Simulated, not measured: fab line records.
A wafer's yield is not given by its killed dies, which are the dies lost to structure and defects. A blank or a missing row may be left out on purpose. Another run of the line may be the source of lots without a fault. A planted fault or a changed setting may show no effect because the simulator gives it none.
Split-lot experiment | flow berkeleyCmos170 | route with 331 steps; 5 lots, 23 wafers read

THE SPLIT
At UCB170_PSD_PEB_04, the setting pebTempC was moved away from the recipe's 130 C on 7 of the 23 wafers read, by -1.8% to +2.2%. This setting was run at the recipe's value on the other wafers.

FROM THE SPLIT ON TO THE READING: in between, the file shows 1 step
- UCB170_PSD_DEVELOP_05: develop time 45 s

THE READING
cdNm at UCB170_PSD_CD_MEAS_06, given in nm (cd target 1200 nm). Typical for fault-free wafers on this fab line: 1199.8 nm, with standard deviation 1.4 nm.

wafer  | tool, chamber at the split | pebTempC as run, C | against the recipe | cdNm, nm | against lot-mates on the recipe
L074.1 | lithoTrack-03, 0           | 130                | recipe             | 1198.3   | -
L074.2 | lithoTrack-03, 0           | 130                | recipe             | 1199.1   | -
L074.3 | lithoTrack-03, 0           | 128.4              | -1.2%              | 1188.1   | -10.9
L074.4 | lithoTrack-03, 0           | 130                | recipe             | 1199.5   | -
L074.6 | lithoTrack-03, 0           | 128.4              | -1.2%              | 1189.3   | -9.7
L077.1 | lithoTrack-03, 0           | 130                | recipe             | 1200.1   | -
L077.2 | lithoTrack-03, 0           | 130                | recipe             | 1199.9   | -
L077.3 | lithoTrack-03, 0           | 130                | recipe             | 1200.3   | -
L077.4 | lithoTrack-03, 0           | 130                | recipe             | 1199.3   | -
L077.5 | lithoTrack-03, 0           | 130                | recipe             | 1198.9   | -
L082.1 | lithoTrack-03, 0           | 132.8              | +2.2%              | 1217.6   | +17.3
L082.2 | lithoTrack-03, 0           | 130                | recipe             | 1199.1   | -
L082.3 | lithoTrack-03, 0           | 132.8              | +2.2%              | 1218.6   | +18.3
L082.5 | lithoTrack-03, 0           | 130                | recipe             | 1201.4   | -
L082.6 | lithoTrack-03, 0           | 132.8              | +2.2%              | 1217.3   | +17.0
L083.1 | lithoTrack-03, 0           | 130                | recipe             | 1199.0   | -
L083.2 | lithoTrack-03, 0           | 130                | recipe             | 1198.5   | -
L083.3 | lithoTrack-03, 0           | 130                | recipe             | 1198.5   | -
L083.5 | lithoTrack-03, 0           | 127.6              | -1.8%              | 1180.7   | -18.0
L083.6 | lithoTrack-03, 0           | 127.6              | -1.8%              | 1180.3   | -18.4
L085.2 | lithoTrack-02, 0           | 130                | recipe             | 1198.8   | -
L085.4 | lithoTrack-02, 0           | 130                | recipe             | 1199.2   | -
L085.5 | lithoTrack-02, 0           | 130                | recipe             | 1198.7   | -

FIT RESULTS
A straight line over all 23 wafers: cdNm changes by +9.06 nm for each +1% of pebTempC; r = +0.99; the points scatter about the line by 1 nm.
The same after taking each lot's own level away (the mean of its wafers on the recipe; 23 wafers): +8.67 nm for each +1%; r = +0.99; scatter 0.93 nm.
On that fit, the largest move of pebTempC shifts the reading by 19 nm.
The lots' own levels span 1198.67 to 1200.25 nm, that is 1.1 times the standard deviation above.
The two slopes are in agreement: the lot-to-lot level therefore moves the slope only a little.
Check: with one of the wafers moved furthest among these (+2.2%) left out of the fit, the line predicts +18.7 nm for it against its lot-mates. It came out at +17.3 nm against them.

THE FILE'S OWN FIT
cdNm changes by +8.79 nm for each +1% of pebTempC, r = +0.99.
